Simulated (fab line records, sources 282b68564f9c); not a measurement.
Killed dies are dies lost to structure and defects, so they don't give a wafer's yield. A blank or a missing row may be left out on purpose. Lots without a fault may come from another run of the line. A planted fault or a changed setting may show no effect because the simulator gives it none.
Which tool did it? | flow rit_cmos | 14 lots, 42 wafers sampled, at 4 steps of a route of 202

WHAT THE GAUGES READ, wafer by wafer
RIT_PLDD_OVL_MEAS_06.
lot  | measured    | on         | PLDD_OVL (nm)
L309 | day 2 21:39 | overlay-01 | 0.1 -1.4 0.7
L310 | day 3 04:16 | overlay-02 | -1.3 1.2 -1.1
L311 | day 3 07:47 | overlay-02 | -0.5 -0.8 -0.6
L312 | day 3 14:37 | overlay-02 | -2.4 1.0 0.6
L313 | day 3 20:52 | overlay-02 | -0.4 -0.5 0.1
L314 | day 4 00:33 | overlay-01 | 1.7 -0.2 -0.2
L315 | day 4 07:29 | overlay-02 | -0.5 0.6 1.6
L316 | day 4 11:01 | overlay-01 | 2.1 0.7 1.4
L319 | day 5 02:17 | overlay-01 | 0.3 -0.3 1.2
L323 | day 5 21:47 | overlay-02 | 0.3 -0.6 -0.8
L324 | day 6 00:58 | overlay-01 | 0.3 -1.8 -0.1
L326 | day 6 09:39 | overlay-02 | -1.2 -2.0 -2.6
L328 | day 6 22:10 | overlay-02 | 1.1 -1.7 -1.5
L331 | day 7 14:53 | overlay-01 | 0.4 -0.8 -0.8

RIT_SPACER_THK_MEAS_04.
lot  | measured    | on            | SPACER_NITRIDE_THK (nm)
L309 | day 3 00:44 | film_metro-01 | 243.5 242.9 246.5
L310 | day 3 07:10 | film_metro-03 | 239.0 241.5 243.2
L311 | day 3 10:38 | film_metro-03 | 240.0 240.1 239.4
L312 | day 3 19:17 | film_metro-01 | 241.5 241.9 244.7
L313 | day 3 23:44 | film_metro-02 | 244.5 242.8 241.8
L314 | day 4 03:36 | film_metro-03 | 240.6 239.6 239.8
L315 | day 4 10:21 | film_metro-03 | 241.3 242.3 241.2
L316 | day 4 14:00 | film_metro-03 | 242.1 240.7 240.5
L319 | day 5 05:11 | film_metro-03 | 240.0 239.4 238.3
L323 | day 6 00:43 | film_metro-01 | 241.3 241.0 241.8
L324 | day 6 03:51 | film_metro-02 | 241.4 237.5 239.0
L326 | day 6 12:31 | film_metro-01 | 242.1 239.3 242.3
L328 | day 7 01:14 | film_metro-03 | 237.7 239.4 238.5
L331 | day 7 17:44 | film_metro-01 | 240.0 240.0 240.1

RIT_PSD_OVL_MEAS_06.
lot  | measured    | on         | PSD_OVL (nm)
L309 | day 3 03:18 | overlay-02 | -0.3 0.9 1.1
L310 | day 3 09:39 | overlay-01 | 2.8 2.1 1.7
L311 | day 3 13:14 | overlay-01 | -1.7 -2.6 -0.4
L312 | day 3 21:53 | overlay-02 | 1.7 0.0 2.3
L313 | day 4 02:34 | overlay-01 | -0.8 -1.0 -2.7
L314 | day 4 06:27 | overlay-02 | 0.3 -1.6 -2.5
L315 | day 4 12:57 | overlay-02 | -2.8 -2.6 -2.6
L316 | day 4 16:37 | overlay-02 | -2.0 -1.6 -1.9
L319 | day 5 07:54 | overlay-02 | -0.7 -1.3 -0.8
L323 | day 6 03:29 | overlay-01 | 0.8 0.8 0.6
L324 | day 6 06:34 | overlay-01 | -1.8 -0.1 -2.2
L326 | day 6 15:08 | overlay-02 | -0.5 -0.5 -0.3
L328 | day 7 03:50 | overlay-02 | -0.7 0.6 -0.8
L331 | day 7 20:34 | overlay-01 | 0.6 0.4 2.4

WHICH TOOL RAN EACH LOT (tool, then ch and the chambers of the sampled wafers, then the start)
lot  | RIT_PWELL_IMPLANT_08
L309 | implanter-02 ch 0, day 1 23:37
L310 | implanter-03 ch 0, day 2 03:59
L311 | implanter-04 ch 0, day 2 09:07
L312 | implanter-02 ch 0, day 2 15:07
L313 | implanter-04 ch 0, day 2 19:24
L314 | implanter-04 ch 0, day 3 02:25
L315 | implanter-04 ch 0, day 3 07:15
L316 | implanter-02 ch 0, day 3 12:27
L319 | implanter-03 ch 0, day 4 03:01
L323 | implanter-03 ch 0, day 4 23:44
L324 | implanter-04 ch 0, day 5 03:58
L326 | implanter-02 ch 0, day 5 13:17
L328 | implanter-04 ch 0, day 5 23:07
L331 | implanter-04 ch 0, day 6 13:55
- RIT_PWELL_IMPLANT_08

WHAT THE TOOLS THEMSELVES READ (means of the sampled wafers that have a number; where no wafer has one, the mark that the record gives instead)
RIT_PWELL_IMPLANT_08.
lot  | tool         | beam_energy_keV | tilt_deg (degrees)
L309 | implanter-02 | 169.99          | 6.997
L310 | implanter-03 | 170.05          | 7.017
L311 | implanter-04 | 170.07          | 7.003
L312 | implanter-02 | 170.02          | 6.984
L313 | implanter-04 | 169.95          | 6.971
L314 | implanter-04 | 170.01          | 6.995
L315 | implanter-04 | 170.09          | 7.017
L316 | implanter-02 | 169.99          | 6.999
L319 | implanter-03 | 163.86          | 7.023
L323 | implanter-03 | 163.86          | 7.014
L324 | implanter-04 | 170.00          | 6.991
L326 | implanter-02 | 170.00          | 6.998
L328 | implanter-04 | 170.04          | 6.992
L331 | implanter-04 | 169.94          | 6.971

THE ANSWER, worked out from the rows above alone
Rule: what is usual is taken from the lots themselves. Put in order of their means at a reading, lots are off if they are a third of the lots or fewer, leave a main group of 4 or more, and stand apart from it by a gap of 3 or more times the standard deviation of the main group's means; of several such gaps the widest counts. A main group whose means are all the same, to the digits that the tables above print for the reading, isn't used. A lot without any number at a reading at which 4 lots or more have one is off too. The other lots that the step has rows for count as sound. The gauges are gone through in route order, then the tools' own readings, and for those a lot's mean is taken as printed above. The first step at which some lot is off is used, and at that step the reading that is off furthest; a lot without a number counts as furthest.
Off: L319, L323, at RIT_PWELL_IMPLANT_08 (beam_energy_keV). The main group: mean 170.01, standard deviation 0.043.
A tool fits if, at that step or a process step before it, it ran every lot that is off, and no sound lot after the first of them. One fits: implanter-03 at RIT_PWELL_IMPLANT_08. Its last sound lot is L310 (day 2 03:59), its first lot that is off L319 (day 4 03:01): a fault that began between those two fits.
The tool's own readings at RIT_PWELL_IMPLANT_08 bear it out: on the lots that are off they differ by more than 5 times the standard deviation of the sound lots' means. beam_energy_keV reads 163.86 there against 170.01 on the sound lots.

WHAT THE SIMULATOR HAD PUT IN
Process parameter drift: implanter-03, from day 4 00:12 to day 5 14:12, at RIT_PWELL_IMPLANT_08. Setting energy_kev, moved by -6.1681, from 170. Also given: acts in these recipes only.
Lots struck among those shown: L319, L323. The rule above found the same.
